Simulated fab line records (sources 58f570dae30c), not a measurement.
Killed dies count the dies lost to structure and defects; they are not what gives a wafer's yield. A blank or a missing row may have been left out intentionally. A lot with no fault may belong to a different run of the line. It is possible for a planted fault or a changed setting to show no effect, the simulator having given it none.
fab line records -- flow berkeley_cmos170
[record] lots = 14, wafers = 42, last_day = 11
route steps=331 shown NSD@193 V1@257 M3@316
lots that met no fault: from a run of the same line without faults
start_h: hours from the record's first day to the start of the lot's first wafer shown -- wait_h: hours elapsed since this lot's preceding step -- " same as the row above -- L1.1+2: one row covering several wafers at once -- - no value, or no start was given -- * or withheld: withheld -- < > ~ a bound
route shown NAME@n: NAME is a module with steps in the file, n the number in the route of the first one -- usual: the fault-free wafers' mean and standard deviation -- same: alike in all rows -- chamber/n: place in a boat -- sites: the reading at each site -- _std_site: standard deviation of those values -- _edge_site: the outer-site mean with the inner-site mean subtracted -- radius_mm: how far each site lies from the wafer's centre -- mask NAME#n: copy n -- behind: tool/chamber where the wafer was last shaped -- hold: reason for holding the lot/hours on hold/outcome of the hold -- device: the n, p or np transistor that did not switch -- end of line: at the end of the route, the tests of the same wafers -- where a step has no rows: the recipe by itself -- killed: count of dies lost to structure and defects at first sort (not the wafer's yield) -- map: per-die view of a wafer (x killed, . not killed, _ where there is no die)
set.NAME: the setting the step ran with; set.NAME@STEP: the setting that earlier step ran with -- model.NAME: the simulator's own value behind a step, which no gauge read
a sample of lots followed through the steps of the route, with each step as a table and each wafer as a row
services: from which hour (start_h, from the record's first day; less than 0 if before it) a tool's chamber was out of use, for how many hours, and why
[[steps]]
[step UCB170_NSD_CD_MEAS_06]
[recipe] target_cd_nm = 1200
[usual] cd_nm = 1199.8/1.3
lot.wafer,tool,chamber,start_h,wait_h,cd_nm
L864.1,cd_sem-01,-,137.77,-,1199.1
L864.2,cd_sem-01,-,137.77,-,1199.1
L864.4,cd_sem-01,-,137.77,-,1199.1
L865.1,cd_sem-01,-,148.06,-,1198.2
L865.2,cd_sem-01,-,148.06,-,1198.5
L865.3,cd_sem-01,-,148.06,-,1198.6
L866.2,cd_sem-01,-,148.29,-,1199.9
L866.5,cd_sem-01,-,148.29,-,1200.1
L866.6,cd_sem-01,-,148.29,-,1200.3
L868.3,cd_sem-01,-,161.48,-,1198.5
L868.4,cd_sem-01,-,161.48,-,1199.7
L868.6,cd_sem-01,-,161.48,-,1199.4
L870.2,cd_sem-01,-,176.16,-,1200.0
L870.3,cd_sem-01,-,176.16,-,1198.0
L870.6,cd_sem-01,-,176.16,-,1198.2
L871.1,cd_sem-01,-,176.62,-,1200.2
L871.3,cd_sem-01,-,176.62,-,1199.5
L871.4,cd_sem-01,-,176.62,-,1199.4
L874.1,cd_sem-01,-,197.42,-,1201.2
L874.5,cd_sem-01,-,197.42,-,1201.9
L874.6,cd_sem-01,-,197.42,-,1201.8
L877.1,cd_sem-01,-,222.76,-,1199.6
L877.4,cd_sem-01,-,222.76,-,1198.8
L877.6,cd_sem-01,-,222.76,-,1199.7
L883.2,cd_sem-01,-,223.06,-,1200.7
L883.4,cd_sem-01,-,223.06,-,1201.3
L883.6,cd_sem-01,-,223.06,-,1200.9
L880.1,cd_sem-01,-,223.31,-,1198.1
L880.4,cd_sem-01,-,223.31,-,1197.5
L880.5,cd_sem-01,-,223.31,-,1197.2
L878.2,cd_sem-01,-,223.60,-,1199.1
L878.4,cd_sem-01,-,223.60,-,1199.7
L878.6,cd_sem-01,-,223.60,-,1200.0
L881.2,cd_sem-01,-,223.88,-,1200.5
L881.3,cd_sem-01,-,223.88,-,1199.9
L881.4,cd_sem-01,-,223.88,-,1199.9
L885.3,cd_sem-02,-,238.75,-,1198.7
L885.4,cd_sem-02,-,238.75,-,1199.3
L885.6,cd_sem-02,-,238.75,-,1198.9
L886.1,cd_sem-02,-,244.47,-,1199.5
L886.3,cd_sem-02,-,244.47,-,1200.8
L886.4,cd_sem-02,-,244.47,-,1199.9
[step UCB170_NSD_OVL_MEAS_07]
[usual] NSD_OVL = 0/4.9
lot.wafer,tool,chamber,start_h,wait_h,NSD_OVL[nm]
L864.1,overlay-02,-,137.89,0.1,8
L864.2,overlay-02,-,137.89,0.1,-2
L864.4,overlay-02,-,137.89,0.1,3
L865.1,overlay-02,-,148.18,0.1,6
L865.2,overlay-02,-,148.18,0.1,1
L865.3,overlay-02,-,148.18,0.1,-7
L866.2,overlay-02,-,148.39,0.1,-10
L866.5,overlay-02,-,148.39,0.1,-6
L866.6,overlay-02,-,148.39,0.1,-3
L868.3,overlay-01,-,161.57,0.1,2
L868.4,overlay-01,-,161.57,0.1,-2
L868.6,overlay-01,-,161.57,0.1,9
L870.2,overlay-02,-,176.26,0.1,-9
L870.3,overlay-02,-,176.26,0.1,-2
L870.6,overlay-02,-,176.26,0.1,-6
L871.1,overlay-02,-,176.74,0.1,-2
L871.3,overlay-02,-,176.74,0.1,-3
L871.4,overlay-02,-,176.74,0.1,-3
L874.1,overlay-01,-,197.54,0.1,0
L874.5,overlay-01,-,197.54,0.1,0
L874.6,overlay-01,-,197.54,0.1,0
L877.1,overlay-01,-,222.88,0.1,-5
L877.4,overlay-01,-,222.88,0.1,1
L877.6,overlay-01,-,222.88,0.1,-2
L883.2,overlay-02,-,223.16,0.1,5
L883.4,overlay-02,-,223.16,0.1,3
L883.6,overlay-02,-,223.16,0.1,0
L880.1,overlay-02,-,223.43,0.1,7
L880.4,overlay-02,-,223.43,0.1,-1
L880.5,overlay-02,-,223.43,0.1,1
L878.2,overlay-02,-,223.70,0.1,-1
L878.4,overlay-02,-,223.70,0.1,-7
L878.6,overlay-02,-,223.70,0.1,0
L881.2,overlay-01,-,223.99,0.1,-4
L881.3,overlay-01,-,223.99,0.1,-3
L881.4,overlay-01,-,223.99,0.1,2
L885.3,overlay-01,-,238.84,0.1,-2
L885.4,overlay-01,-,238.84,0.1,3
L885.6,overlay-01,-,238.84,0.1,5
L886.1,overlay-02,-,244.59,0.1,-3
L886.3,overlay-02,-,244.59,0.1,1
L886.4,overlay-02,-,244.59,0.1,-3
[step UCB170_V1_BOW_MEAS_03]
[recipe] mode = bow
[usual] V1_BOW = 19/6.3
lot.wafer,tool,chamber,start_h,wait_h,V1_BOW[um]
L864.1,film_metro-02,-,149.93,0.2,28
L864.2,film_metro-02,-,149.93,0.2,14
L864.4,film_metro-02,-,149.93,0.2,19
L866.2,film_metro-01,-,166.17,0.1,12
L866.5,film_metro-01,-,166.17,0.1,19
L866.6,film_metro-01,-,166.17,0.1,17
L865.1,film_metro-02,-,166.45,0.1,14
L865.2,film_metro-02,-,166.45,0.1,20
L865.3,film_metro-02,-,166.45,0.1,33
L868.3,film_metro-04,-,176.63,0.2,23
L868.4,film_metro-04,-,176.63,0.2,23
L868.6,film_metro-04,-,176.63,0.2,21
L870.2,film_metro-04,-,188.75,0.1,6
L870.3,film_metro-04,-,188.75,0.1,19
L870.6,film_metro-04,-,188.75,0.1,6
L871.1,film_metro-01,-,189.03,0.2,26
L871.3,film_metro-01,-,189.03,0.2,15
L871.4,film_metro-01,-,189.03,0.2,13
L874.1,film_metro-02,-,214.08,0.1,23
L874.5,film_metro-02,-,214.08,0.1,18
L874.6,film_metro-02,-,214.08,0.1,11
L877.1,film_metro-04,-,239.18,0.1,21
L877.4,film_metro-04,-,239.18,0.1,18
L877.6,film_metro-04,-,239.18,0.1,24
L878.2,film_metro-01,-,243.25,0.1,17
L878.4,film_metro-01,-,243.25,0.1,18
L878.6,film_metro-01,-,243.25,0.1,20
L883.2,film_metro-04,-,243.25,0.2,27
L883.4,film_metro-04,-,243.25,0.2,11
L883.6,film_metro-04,-,243.25,0.2,14
L880.1,film_metro-02,-,243.53,0.2,27
L880.4,film_metro-02,-,243.53,0.2,21
L880.5,film_metro-02,-,243.53,0.2,21
L881.2,film_metro-04,-,243.55,0.1,15
L881.3,film_metro-04,-,243.55,0.1,27
L881.4,film_metro-04,-,243.55,0.1,19
L885.3,film_metro-04,-,254.59,0.2,7
L885.4,film_metro-04,-,254.59,0.2,11
L885.6,film_metro-04,-,254.59,0.2,10
L886.1,film_metro-04,-,259.81,0.2,15
L886.3,film_metro-04,-,259.81,0.2,20
L886.4,film_metro-04,-,259.81,0.2,32
[step UCB170_M3_STRIP_07]
[recipe] chemistry = O2, power_w = 400, pressure_mtorr = 3500, platen_temp_c = withheld, o2_flow_sccm = 400, overash_fraction = 0.5
[usual] chamber_pressure_mTorr = 3500/3.1, drypump_motor_current_A = 5.7/0.37, oes_product_au = 0.735/0.0042, strip_time_to_endpoint_s = 21.98/0.058
lot.wafer,tool,chamber,start_h,wait_h,chamber_pressure_mTorr,drypump_motor_current_A,oes_product_au,rf_hours_counter_h,strip_time_to_endpoint_s
L864.1,plasma_asher-02,0,161.26,0.1,3501,5.9,0.735,46,21.95
L864.2,plasma_asher-02,1,161.26,0.1,3500,6.0,0.731,46,22.01
L864.4,plasma_asher-02,1,161.26,0.1,3500,6.0,0.735,-,21.99
L866.2,plasma_asher-02,1,177.68,0.1,3501,6.0,0.729,48,21.96
L866.5,plasma_asher-02,0,177.68,0.1,3497,5.9,0.732,-,22.01
L866.6,plasma_asher-02,1,177.68,0.1,3499,6.0,0.734,-,21.96
L865.1,plasma_asher-01,0,178.13,0.1,3500,5.1,0.743,46,21.95
L865.2,plasma_asher-01,1,178.13,0.1,3501,5.8,0.730,46,22.04
L865.3,plasma_asher-01,0,178.13,0.1,3498,5.0,0.728,-,21.93
L868.3,plasma_asher-03,0,185.70,0.1,3498,5.8,0.738,-,21.93
L868.4,plasma_asher-03,1,185.70,0.1,3496,5.1,0.736,-,21.92
L868.6,plasma_asher-03,0,185.70,0.1,3502,5.9,0.736,-,21.96
L870.2,plasma_asher-02,1,198.25,0.1,3505,6.0,0.734,50,21.96
L870.3,plasma_asher-02,1,198.25,0.1,3501,6.1,0.735,-,21.86
L870.6,plasma_asher-02,1,198.25,0.1,3498,6.0,0.733,-,21.91
L871.1,plasma_asher-01,0,198.32,0.1,3497,5.1,0.732,48,21.97
L871.3,plasma_asher-01,1,198.32,0.1,3498,5.8,0.738,-,21.92
L871.4,plasma_asher-01,0,198.32,0.1,3498,5.0,0.733,-,21.95
L874.1,plasma_asher-03,1,223.20,0.1,3506,5.1,0.736,47,21.94
L874.5,plasma_asher-03,1,223.20,0.1,3501,5.1,0.738,-,21.87
L874.6,plasma_asher-03,0,223.20,0.1,3502,5.9,0.729,-,21.94
L877.1,plasma_asher-02,1,249.60,0.1,-,-,-,-,-
L877.4,plasma_asher-02,0,249.60,0.1,-,-,-,-,-
L877.6,plasma_asher-02,1,249.60,0.1,-,-,-,-,-
L883.2,plasma_asher-01,0,254.03,0.1,3495,5.1,0.735,55,21.99
L883.4,plasma_asher-01,1,254.03,0.1,3504,5.8,0.734,-,22.04
L883.6,plasma_asher-01,1,254.03,0.1,3500,5.8,0.737,-,22.03
L878.2,plasma_asher-01,0,254.43,0.1,-,-,-,-,-
L878.4,plasma_asher-01,1,254.43,0.1,-,-,-,-,-
L878.6,plasma_asher-01,1,254.43,0.1,-,-,-,-,-
L881.2,plasma_asher-02,0,255.16,0.1,3499,5.9,0.735,57,22.01
L881.3,plasma_asher-02,0,255.16,0.1,3496,5.9,0.731,-,22.06
L881.4,plasma_asher-02,1,255.16,0.1,3500,6.0,0.737,-,22.02
L880.1,plasma_asher-02,0,255.64,0.1,3499,5.9,0.744,57,21.98
L880.4,plasma_asher-02,0,255.64,0.1,3499,5.9,0.741,-,22.01
L880.5,plasma_asher-02,1,255.64,0.1,3498,6.0,0.730,-,22.01
L885.3,plasma_asher-01,1,266.21,0.1,3499,5.9,0.743,-,21.99
L885.4,plasma_asher-01,0,266.21,0.1,3503,5.1,0.736,-,21.98
L885.6,plasma_asher-01,0,266.21,0.1,3498,5.0,0.733,-,21.93
L886.1,plasma_asher-03,0,269.61,0.1,3501,5.8,0.739,52,21.95
L886.3,plasma_asher-03,0,269.61,0.1,3499,5.8,0.728,-,22.00
L886.4,plasma_asher-03,1,269.61,0.1,3499,5.2,0.742,-,21.95
[[services]]
tool,chamber,start_h,hours,kind
plasma_asher-03,-,159.38,0.9,repair
plasma_asher-01,-,259.81,0.8,repair
[[key]]
[first_sign] step = UCB170_M3_STRIP_07, reading = tool_record, direction = missing
effect none on later readings
met_at UCB170_M3_STRIP_07
struck_lots L877,L878
not_acting_at UCB170_NSD_CD_MEAS_06,UCB170_NSD_OVL_MEAS_07,UCB170_V1_BOW_MEAS_03
onset_between 198.32 249.60
[fault] kind = skipped_step_whole, tool = plasma_asher-01,plasma_asher-02, chamber = -, onset_h = 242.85, steps = UCB170_M3_STRIP_07, scope = struck_lots_only
